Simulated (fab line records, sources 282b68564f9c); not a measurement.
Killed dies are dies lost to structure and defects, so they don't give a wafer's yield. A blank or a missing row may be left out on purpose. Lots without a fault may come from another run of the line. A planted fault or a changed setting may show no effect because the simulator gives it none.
Problem report in the 8D (eight disciplines) form, filled by code | flow rit_cmos | the parts of the form that need people (team, actions taken, sign-off) are left out

1. THE PROBLEM
heater_power_total_W at RIT_PSD_HARDBAKE_07 reads a mean of 61.76 W on 6 wafers of 2 lots; wafers without a fault read 62.54 W with a standard deviation of 0.045. That is -17 standard deviations from the usual mean.
The step: time 60 s.
First seen on wafer L178.1, day 7 00:10, on litho_track-04. The record holds 42 wafers of 14 lots with a number at this step. Rule for "out", or "out of limits": more than 4 standard deviations from the usual mean. The other wafers with a number count as sound.

2. WHAT IT IS AND WHAT IT IS NOT
question                    | is                                 | is not
which readings at this step | heater_power_total_W, plate_temp_C | exhaust_pa
which lots                  | L178, L181                         | L160, L161, L162, L163, L164, L165, L166, L167, L168, L169, L170, L171
which wafers of those lots  | all that have a number             | -
read on which tools         | litho_track-04                     | litho_track-02, litho_track-03
when                        | from day 7 00:10                   | up to then (36 sound wafers)

3. SUSPECTS, AND WHAT RULES EACH OUT
Counting: a tool at a process step up to the reading stays a suspect if it ran every lot that is out and no sound lot after the first of them.
- litho_track-04 at RIT_PSD_HARDBAKE_07 (time 60 s): kept. It ran every lot that is out, first L178 (day 7 00:10), and no sound lot after that; its last sound lot up to then is L169 (day 4 21:45). Its own readings are out on those wafers: heater_power_total_W, plate_temp_C.
Left after counting: litho_track-04 at RIT_PSD_HARDBAKE_07.

4. THE CAUSE (what the simulator had put in)
Process parameter drift: litho_track-04, from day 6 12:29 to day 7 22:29, at RIT_PSD_HARDBAKE_07. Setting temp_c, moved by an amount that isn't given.
Counting left only this tool.

5. THE CHAIN OF EFFECTS, in route order
Each row: a reading whose mean over the struck wafers that have a number lies more than 3 standard deviations from the usual. Only readings for which the record gives a usual standard deviation are gone through. hours: the time from each lot's start at the first step in this table that gives one to its start at this step, as a median over the lots. sigmas: the change in usual standard deviations.
hours | step                | reading              | usual    | on struck wafers | change | sigmas
0     | RIT_PSD_HARDBAKE_07 | heater_power_total_W | 62.54 W  | 61.76            | -0.78  | -17
0     | RIT_PSD_HARDBAKE_07 | plate_temp_C         | 139.98 C | 138.42           | -1.56  | -9.7
The process steps in it:
- RIT_PSD_HARDBAKE_07: time 60 s.

6. WHAT WOULD HAVE CAUGHT IT SOONER
In this record the first reading out of limits was taken at day 7 00:10, 12 hours after the fault began at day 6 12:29.
